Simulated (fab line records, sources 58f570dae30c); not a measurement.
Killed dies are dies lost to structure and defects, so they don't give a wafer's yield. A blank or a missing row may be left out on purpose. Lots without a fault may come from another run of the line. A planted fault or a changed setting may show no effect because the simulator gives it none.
Which tool did it? | flow berkeley_cmos170 | 7 lots, 21 wafers sampled, at 3 steps of a route of 331

WHAT THE GAUGES READ, wafer by wafer
UCB170_PLDD_TW_MEAS_11.
lot  | measured     | on            | PLDD_TW
L846 | day 7 10:24  | film_metro-03 | 997 986 988
L852 | day 8 14:46  | film_metro-01 | 1008 1005 1004
L850 | day 8 14:19  | film_metro-01 | 999 1001 1004
L854 | day 9 09:41  | film_metro-01 | 1004 1000 1003
L859 | day 10 08:28 | film_metro-01 | 1068 1065 1063 1060 1063 1069
L865 | day 11 18:26 | film_metro-01 | 1010 1004 1005
L868 | day 12 10:11 | film_metro-01 | 1006 1002 1000

WHICH TOOL RAN EACH LOT (tool, then ch and the chambers of the sampled wafers, then the start)
lot  | UCB170_GATE_STRIP_16                 | UCB170_PLDD_IMPLANT_09
L846 | plasma_asher-01 ch 0,1, day 7 07:11  | implanter-04 ch 0, day 7 10:09
L852 | plasma_asher-03 ch 0,1, day 8 12:28  | implanter-01 ch 0, day 8 14:34
L850 | plasma_asher-01 ch 0,1, day 8 12:10  | implanter-04 ch 0, day 8 14:05
L854 | plasma_asher-01 ch 0,1, day 9 07:35  | implanter-01 ch 0, day 9 09:26
L859 | plasma_asher-03 ch 0,1, day 10 06:09 | implanter-01 ch 0, day 10 08:13
L865 | plasma_asher-03 ch 0,1, day 11 14:09 | implanter-02 ch 0, day 11 18:11
L868 | plasma_asher-02 ch 0,1, day 12 05:42 | implanter-04 ch 0, day 12 09:57
- UCB170_GATE_STRIP_16: strips in O2.
- UCB170_PLDD_IMPLANT_09

THE ANSWER, worked out from the rows above alone
Rule: what is usual is taken from the lots themselves. Put in order of their means at a reading, lots are off if they are a third of the lots or fewer, leave a main group of 4 or more, and stand apart from it by a gap of 3 or more times the standard deviation of the main group's means; of several such gaps the widest counts. A main group whose means are all the same, to the digits that the tables above print for the reading, isn't used. A lot without any number at a reading at which 4 lots or more have one is off too. The other lots that the step has rows for count as sound.
Off: L859, at UCB170_PLDD_TW_MEAS_11 (PLDD_TW). The main group: mean 1001, standard deviation 5.3.
A tool fits if, at a process step before that reading, it ran every lot that is off, and no sound lot after the first of them. The gauges at UCB170_PLDD_TW_MEAS_11 are tried like those tools. One fits: implanter-01 at UCB170_PLDD_IMPLANT_09. Its last sound lot is L854 (day 9 09:26), its first lot that is off L859 (day 10 08:13): a fault that began between those two fits.

WHAT THE SIMULATOR HAD PUT IN
Process parameter drift: implanter-01, from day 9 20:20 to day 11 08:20, at UCB170_PLDD_IMPLANT_09. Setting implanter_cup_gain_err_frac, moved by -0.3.
Lots struck among those shown: L859. The rule above found the same.
